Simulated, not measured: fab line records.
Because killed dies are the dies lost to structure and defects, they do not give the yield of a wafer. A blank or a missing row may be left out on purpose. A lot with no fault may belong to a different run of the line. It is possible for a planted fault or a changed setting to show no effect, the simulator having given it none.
A lot that was struck, set against a sound lot    flow rit_cmos    14 out of 202 route steps
Sound: wafers L765.2, L765.4, L765.6. Wafers L781.1, L781.2, L781.3 were the ones struck. The cause is named last.
For every step that has rows: the tool of each side, followed by ch and its chambers, followed by its first start. Under that, the readings that differ: sound wafers    struck wafers    difference of the means    sigmas: that difference in standard deviations of wafers without a fault.
alike: readings whose means differ by less than 2 such deviations, and words and numbers that are the same on both sides. not compared: withheld readings, readings that some wafer has no value for, bounds like >300 that may hide the same value, and numbers for which the record gives no deviation and whose values overlap.
A row with sigmas, a row that says differs or no value, or rows on one side alone: a step with any of these is where the two part. Numbers that don't overlap but have no deviation are shown without sigmas and don't part them. A reading missing from all wafers of one side parts the sides only when that side holds two or more wafers.

RIT_SILICIDE_RS_MEAS_02: measurement is done with a four-point probe.
  sound: film_metro-02 at day 3 19:31; struck: film_metro-02 at day 7 06:11
  alike: SILICIDE_TI_RS
RIT_SILICIDE_THK_MEAS_03: measures by xrf.
  sound: film_metro-02 at day 3 19:37; struck: film_metro-02 at day 7 06:18
  alike: SILICIDE_TI_THK
RIT_SILICIDE_RTA_04: time 10 s, ramp up 5 s, ramp down 5 s.
  sound on rtp_anneal-02 ch 0, day 3 19:41; struck on rtp_anneal-02 ch 0, day 7 06:22
  alike: wafer_temp_C_max
then, 1 step without rows for these wafers: RIT_SILICIDE_WET_ETCH_05 (etches Ti in SPM, time 120 s).
RIT_SILICIDE_RTA_06: time 10 s, ramp up 5 s, ramp down 10 s.
  sound on rtp_anneal-01 ch 0, day 3 19:47; struck on rtp_anneal-01 ch 0, day 7 06:28
  alike: wafer_temp_C_max
RIT_CONTACT_CVD_00: deposits SiO2 from TEOS, target thk 400 nm, time 61 s.
  sound on pecvd-04 ch 2, day 3 19:51; struck on pecvd-02 ch 0,1,2, day 7 06:32
  alike: heater_power_w
RIT_CONTACT_THK_MEAS_01:
  sound: film_metro-01 at day 3 19:56; struck: film_metro-01 at day 7 06:35
  alike: CONTACT_TEOS_THK
then, 5 steps without rows for these wafers: RIT_CONTACT_HMDS_02 (prime time 60 s); RIT_CONTACT_COAT_03 (resist thk 1000 nm); RIT_CONTACT_SOFTBAKE_04 (time 60 s); RIT_CONTACT_EXPOSE_05 (exposes mask M11, target cd 1000 nm); RIT_CONTACT_PEB_06.
RIT_CONTACT_DEVELOP_07: develop time 120 s.
  sound on litho_track-04 ch 0, day 3 20:00; struck on litho_track-04, day 7 07:00
  no value came back on the struck wafers for chill_plate_temp_C (C), develop_time_s (s); on the sound wafers chill_plate_temp_C (C) reads 23.01 22.89 22.99
RIT_CONTACT_CD_MEAS_08: target cd 1000 nm.
  sound: cd_sem-02 at day 3 20:58; struck: cd_sem-01 at day 7 07:44
reading     sound              struck  difference                     sigmas
cd_nm (nm)  999.5 999.2 998.7  - - -   no value on the struck wafers  

## WHERE THEY PART
Earliest at RIT_CONTACT_DEVELOP_07; latest, in this record, at RIT_CONTACT_CD_MEAS_08.

WHY: the cause the simulator had injected
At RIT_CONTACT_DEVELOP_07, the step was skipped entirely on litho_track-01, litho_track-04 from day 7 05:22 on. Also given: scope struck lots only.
